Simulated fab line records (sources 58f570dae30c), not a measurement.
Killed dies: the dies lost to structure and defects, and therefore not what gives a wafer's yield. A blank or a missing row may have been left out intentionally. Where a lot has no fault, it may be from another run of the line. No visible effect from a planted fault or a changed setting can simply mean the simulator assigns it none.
Lot-split experiment || flow berkeley-cmos170 || on a route of 331 steps: 5 lots, 23 wafers read

ON THE SPLIT
At UCB170_PWELL_CVD_05 (deposits Si3N4 from SiH2Cl2/NH3, target thk 220 nm, time 3300 s), the setting temp-c was moved away from the recipe's 800 C on 10 of the 23 wafers read, by -1.5% to -1.2%. All remaining wafers had this setting at the recipe value.

Split to reading: the file shows no intervening step.

THE READING
PWELL_NITRIDE_THK, in nm, at UCB170_PWELL_THK_MEAS_06. Typical for fault-free wafers on this fab line: 219.0 nm, with standard deviation 1.9 nm.

{"wafer": "L078.3", "tool, chamber at the split": "lpcvd-02, 0", "temp-c as run, C": 800, "against the recipe": "recipe", "PWELL_NITRIDE_THK, nm": 216.9, "against lot-mates on the recipe": "-"}
{"wafer": "L078.4", "tool, chamber at the split": "lpcvd-02, 0", "temp-c as run, C": 800, "against the recipe": "recipe", "PWELL_NITRIDE_THK, nm": 217.2, "against lot-mates on the recipe": "-"}
{"wafer": "L078.5", "tool, chamber at the split": "lpcvd-02, 0", "temp-c as run, C": 800, "against the recipe": "recipe", "PWELL_NITRIDE_THK, nm": 217.9, "against lot-mates on the recipe": "-"}
{"wafer": "L079.1", "tool, chamber at the split": "-, -", "temp-c as run, C": 800, "against the recipe": "recipe", "PWELL_NITRIDE_THK, nm": 220.5, "against lot-mates on the recipe": "-"}
{"wafer": "L079.2", "tool, chamber at the split": "-, -", "temp-c as run, C": 800, "against the recipe": "recipe", "PWELL_NITRIDE_THK, nm": 220.6, "against lot-mates on the recipe": "-"}
{"wafer": "L079.3", "tool, chamber at the split": "-, -", "temp-c as run, C": 800, "against the recipe": "recipe", "PWELL_NITRIDE_THK, nm": 219.2, "against lot-mates on the recipe": "-"}
{"wafer": "L079.4", "tool, chamber at the split": "-, -", "temp-c as run, C": 800, "against the recipe": "recipe", "PWELL_NITRIDE_THK, nm": 219.9, "against lot-mates on the recipe": "-"}
{"wafer": "L079.6", "tool, chamber at the split": "-, -", "temp-c as run, C": 800, "against the recipe": "recipe", "PWELL_NITRIDE_THK, nm": 220.7, "against lot-mates on the recipe": "-"}
{"wafer": "L080.1", "tool, chamber at the split": "-, -", "temp-c as run, C": 800, "against the recipe": "recipe", "PWELL_NITRIDE_THK, nm": 218.1, "against lot-mates on the recipe": "-"}
{"wafer": "L080.2", "tool, chamber at the split": "-, -", "temp-c as run, C": 800, "against the recipe": "recipe", "PWELL_NITRIDE_THK, nm": 219.4, "against lot-mates on the recipe": "-"}
{"wafer": "L080.3", "tool, chamber at the split": "-, -", "temp-c as run, C": 800, "against the recipe": "recipe", "PWELL_NITRIDE_THK, nm": 218.2, "against lot-mates on the recipe": "-"}
{"wafer": "L080.4", "tool, chamber at the split": "-, -", "temp-c as run, C": 800, "against the recipe": "recipe", "PWELL_NITRIDE_THK, nm": 218.2, "against lot-mates on the recipe": "-"}
{"wafer": "L080.6", "tool, chamber at the split": "-, -", "temp-c as run, C": 800, "against the recipe": "recipe", "PWELL_NITRIDE_THK, nm": 217.0, "against lot-mates on the recipe": "-"}
{"wafer": "L082.1", "tool, chamber at the split": "-, -", "temp-c as run, C": 788.3, "against the recipe": "-1.5%", "PWELL_NITRIDE_THK, nm": 175.8, "against lot-mates on the recipe": "no lot-mate on the recipe"}
{"wafer": "L082.2", "tool, chamber at the split": "-, -", "temp-c as run, C": 788.3, "against the recipe": "-1.5%", "PWELL_NITRIDE_THK, nm": 173.4, "against lot-mates on the recipe": "no lot-mate on the recipe"}
{"wafer": "L082.3", "tool, chamber at the split": "-, -", "temp-c as run, C": 788.3, "against the recipe": "-1.5%", "PWELL_NITRIDE_THK, nm": 174.4, "against lot-mates on the recipe": "no lot-mate on the recipe"}
{"wafer": "L082.4", "tool, chamber at the split": "-, -", "temp-c as run, C": 788.3, "against the recipe": "-1.5%", "PWELL_NITRIDE_THK, nm": 174.4, "against lot-mates on the recipe": "no lot-mate on the recipe"}
{"wafer": "L082.6", "tool, chamber at the split": "-, -", "temp-c as run, C": 788.3, "against the recipe": "-1.5%", "PWELL_NITRIDE_THK, nm": 173.5, "against lot-mates on the recipe": "no lot-mate on the recipe"}
{"wafer": "L085.1", "tool, chamber at the split": "-, -", "temp-c as run, C": 790.1, "against the recipe": "-1.2%", "PWELL_NITRIDE_THK, nm": 184.4, "against lot-mates on the recipe": "no lot-mate on the recipe"}
{"wafer": "L085.2", "tool, chamber at the split": "-, -", "temp-c as run, C": 790.1, "against the recipe": "-1.2%", "PWELL_NITRIDE_THK, nm": 183.9, "against lot-mates on the recipe": "no lot-mate on the recipe"}
{"wafer": "L085.3", "tool, chamber at the split": "-, -", "temp-c as run, C": 790.1, "against the recipe": "-1.2%", "PWELL_NITRIDE_THK, nm": 184.8, "against lot-mates on the recipe": "no lot-mate on the recipe"}
{"wafer": "L085.5", "tool, chamber at the split": "-, -", "temp-c as run, C": 790.1, "against the recipe": "-1.2%", "PWELL_NITRIDE_THK, nm": 182.8, "against lot-mates on the recipe": "no lot-mate on the recipe"}
{"wafer": "L085.6", "tool, chamber at the split": "-, -", "temp-c as run, C": 790.1, "against the recipe": "-1.2%", "PWELL_NITRIDE_THK, nm": 185.3, "against lot-mates on the recipe": "no lot-mate on the recipe"}

FIT RESULTS
A straight line over all 23 wafers: PWELL_NITRIDE_THK changes by +29.4 nm for each +1% of temp-c; r = +1.00; the points scatter about the line by 1.7 nm.
Too few moved wafers with a lot-mate on the recipe to fit a line net of each lot's own level.

THE WHOLE CHAIN: every reading that the file lists as answering this split, in the file's order
{"step": "UCB170_PWELL_CVD_05", "what it does": "deposits Si3N4 from SiH2Cl2/NH3, target thk 220 nm, time 3300 s", "reading": "Si3N4_of_PWELL_CVD_05.thk-nm (the simulator's own value, which no gauge read)", "change (the file's fit)": "+29.4 nm for each +1% of the setting", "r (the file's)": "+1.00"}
{"step": "UCB170_PWELL_THK_MEAS_06", "what it does": "", "reading": "PWELL_NITRIDE_THK", "change (the file's fit)": "+29.4 for each +1% of the setting", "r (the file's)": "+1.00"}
{"step": "UCB170_PWELL_ETCH_14", "what it does": "etches Si3N4 in CH3F/Ar/O2, stops on SiO2, target depth 242 nm, time 151 s", "reading": "etch.depth-nm (the simulator's own value, which no gauge read)", "change (the file's fit)": "+29.5 nm for each +1% of the setting", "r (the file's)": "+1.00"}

FILE'S OWN FIT
PWELL_NITRIDE_THK changes by +29.4 nm for each +1% of temp-c, r = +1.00.
